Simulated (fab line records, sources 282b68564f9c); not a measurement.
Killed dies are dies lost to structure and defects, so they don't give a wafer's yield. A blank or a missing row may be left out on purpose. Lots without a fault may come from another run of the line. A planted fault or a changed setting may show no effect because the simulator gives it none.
Which tool did it? | flow rit_cmos | 15 lots, 45 wafers sampled, at 2 steps of a route of 202

WHAT THE GAUGES READ, wafer by wafer
RIT_PWELL_OVL_MEAS_06.
lot  | measured    | on         | PWELL_OVL (nm)
L529 | day 1 22:05 | overlay-01 | -3.2 -1.8 -1.4
L530 | day 2 02:58 | overlay-01 | 0.3 0.7 -0.3
L533 | day 2 19:20 | overlay-01 | -1.7 -2.1 0.3
L534 | day 2 23:17 | overlay-01 | -2.0 -1.3 -1.7
L535 | day 3 04:13 | overlay-02 | -1.2 -0.6 -3.3
L537 | day 3 15:13 | overlay-01 | -0.6 -0.3 -2.8
L538 | day 3 19:17 | overlay-02 | -1.2 0.0 -1.2
L540 | day 4 05:01 | overlay-01 | -1.7 0.0 1.2
L539 | day 4 06:48 | overlay-01 | 0.1 0.9 1.2
L541 | day 4 10:31 | overlay-01 | -0.5 -0.2 2.5
L543 | day 5 00:52 | overlay-01 | 1.3 -0.4 1.5
L546 | day 5 10:53 | overlay-02 | 0.4 0.3 -0.5
L547 | day 5 16:31 | overlay-01 | 0.2 -1.0 1.0
L550 | day 6 08:40 | overlay-02 | -0.4 -0.9 -0.5
L551 | day 6 13:34 | overlay-01 | 0.2 -0.7 -1.3

RIT_NLDD_TW_MEAS_10.
lot  | measured    | on            | NLDD_TW
L529 | day 2 17:56 | film_metro-03 | 2484 2500 2485
L530 | day 2 22:04 | film_metro-01 | 2462 2456 2460
L533 | day 3 15:31 | film_metro-01 | 2463 2459 2457
L534 | day 3 19:18 | film_metro-03 | 2489 2482 2495
L535 | day 3 23:56 | film_metro-01 | 2462 2465 2450
L537 | day 4 10:21 | film_metro-03 | 2483 2482 2497
L538 | day 4 14:11 | film_metro-03 | 2478 2475 2486
L540 | day 5 02:03 | film_metro-02 | 2513 2535 2523
L539 | day 5 05:46 | film_metro-01 | 2468 2466 2466
L541 | day 5 06:03 | film_metro-02 | 2514 2520 2517
L543 | day 5 23:04 | film_metro-01 | 2467 2462 2456
L546 | day 6 09:26 | film_metro-01 | 2443 2458 2460
L547 | day 6 16:07 | film_metro-01 | 2452 2460 2464
L550 | day 7 06:50 | film_metro-02 | 2510 2528 2519
L551 | day 7 13:44 | film_metro-03 | 2478 2495 2482

WHICH TOOL RAN EACH LOT (tool, then ch and the chambers of the sampled wafers, then the start)
The record holds no process step before these readings.

WHAT THE TOOLS THEMSELVES READ (means of the sampled wafers that have a number; where no wafer has one, the mark that the record gives instead)
The record holds no such reading with a usual standard deviation.

THE ANSWER, worked out from the rows above alone
Rule: what is usual is taken from the lots themselves. Put in order of their means at a reading, lots are off if they are a third of the lots or fewer, leave a main group of 4 or more, and stand apart from it by a gap of 3 or more times the standard deviation of the main group's means; of several such gaps the widest counts. A main group whose means are all the same, to the digits that the tables above print for the reading, isn't used. A lot without any number at a reading at which 4 lots or more have one is off too. The other lots that the step has rows for count as sound. The gauges are gone through in route order, then the tools' own readings, and for those a lot's mean is taken as printed above. The first step at which some lot is off is used, and at that step the reading that is off furthest; a lot without a number counts as furthest.
No lot is off at any reading shown: from this, nothing can be told.

WHAT THE SIMULATOR HAD PUT IN
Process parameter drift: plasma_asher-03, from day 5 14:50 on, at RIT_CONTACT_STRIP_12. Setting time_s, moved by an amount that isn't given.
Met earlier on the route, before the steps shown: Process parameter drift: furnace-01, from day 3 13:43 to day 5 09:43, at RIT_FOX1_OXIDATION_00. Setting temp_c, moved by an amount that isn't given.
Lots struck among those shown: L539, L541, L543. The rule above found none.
